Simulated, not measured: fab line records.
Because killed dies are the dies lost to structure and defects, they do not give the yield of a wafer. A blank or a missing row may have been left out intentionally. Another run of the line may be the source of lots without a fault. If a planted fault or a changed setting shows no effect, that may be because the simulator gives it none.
Comparing a struck lot with a sound one    flow rit cmos    15 out of 202 route steps
Sound: the wafers L977.1, L977.2, L977.6. Wafers struck: L968.2, L968.3, L968.6. The cause is given at the end.
For every step that has rows: the tool of each side, followed by ch and its chambers, followed by its first start. Under that, the readings that differ: sound wafers    struck wafers    difference of the means    sigmas: that difference in standard deviations of wafers without a fault.
alike: same words and numbers on both sides, and readings whose means sit less than 2 such deviations apart. not compared: any withheld reading, any reading some wafer has no value for, any bound like >300 that may hide the same value, and any number with overlapping values for which the record gives no deviation.
A row with sigmas, a row that says differs or no value, or rows on one side alone: a step with any of these is where the two part. Numbers that don't overlap but have no deviation are shown without sigmas and don't part them. Lack of a reading on every wafer of one side parts them only where that side has two or more wafers.

RIT_M1_RS_MEAS_01: uses a four-point probe to measure.
  struck on film metro-01, day 4 23:29; sound on film metro-02, day 6 16:58
reading            sound                 struck                difference  sigmas
M1_AL_RS (ohm/sq)  0.0747 0.0732 0.0756  0.0718 0.0715 0.0718  -0.0028     -3
RIT_M1_THK_MEAS_02: measures by xrf.
  struck on film metro-01, day 4 23:36; sound on film metro-02, day 6 17:05
reading         sound        struck       difference  sigmas
M1_AL_THK (nm)  389 397 384  408 408 408  +18         +3
then, 6 steps without rows for these wafers: RIT_M1_HMDS_03 (prime time 60 s); RIT_M1_COAT_04 (resist thk 1300 nm); RIT_M1_SOFTBAKE_05 (time 60 s); RIT_M1_EXPOSE_06 (exposes mask M12, target cd 2600 nm); RIT_M1_PEB_07; RIT_M1_DEVELOP_08 (develop time 68 s).
RIT_M1_CD_MEAS_09 targets a cd of 2600 nm.
  struck on cd sem-02, day 5 00:54; sound on cd sem-02, day 6 18:09
  alike: cd nm
RIT_M1_OVL_MEAS_10:
  struck on overlay-02, day 5 01:01; sound on overlay-01, day 6 18:16
  alike: M1_OVL
then, 1 step without rows for these wafers: RIT_M1_HARDBAKE_11 (time 120 s).
RIT_M1_METAL_ETCH_12: etches Al in Cl2/BCl3, stops on SiO2, time 165 s, target depth 600 nm.
  sound on rie metal-04 ch 0,1, day 6 18:34; struck on rie metal-04 ch 0, day 5 01:17
  alike: drypump motor current A, oes product au, throttle valve pct
  not compared: rf hours counter h
RIT_M1_STRIP_13: strips in nmp, time 600 s.
  sound on wet bench-04 ch 0, day 6 18:44; struck on wet bench-01 ch 1, day 5 01:27
  no value came back on the struck wafers for bath guard temp C (C), bath heat duty pct (%), time s (s); on the sound wafers bath guard temp C (C) reads 80.3 80.6 80.1
reading                                  sound  struck           difference  sigmas
model.NOVOLAK_of_M1_COAT_04.thk nm (nm)  0 0 0  798 797.6 795.3  +797        
RIT_M1_STRIP_14: strips in O2, time 186.3 s.
  sound on plasma asher-03 ch 0,1, day 6 18:55; struck on plasma asher-03 ch 0,1, day 5 01:38
  alike: chamber pressure mTorr, drypump motor current A
  not compared: rf hours counter h
RIT_M1_PROBE_99:
  struck on prober-02, day 5 03:35; sound on prober-01, day 6 20:49
  alike: defect limited yield, killed at contacts, killed at front end, killed dies, killed open, killed short, sort_bin_3_pad_short, sort_bin_5_function, sort_bin_6_memory, sort n pass, sort yield pct

## WHERE THEY PART
Last at RIT_M1_STRIP_13 as far as this record goes, first at RIT_M1_RS_MEAS_01. Later steps at which nothing parts them and some readings are alike: RIT_M1_STRIP_14, RIT_M1_PROBE_99.

WHY: the cause the simulator had injected
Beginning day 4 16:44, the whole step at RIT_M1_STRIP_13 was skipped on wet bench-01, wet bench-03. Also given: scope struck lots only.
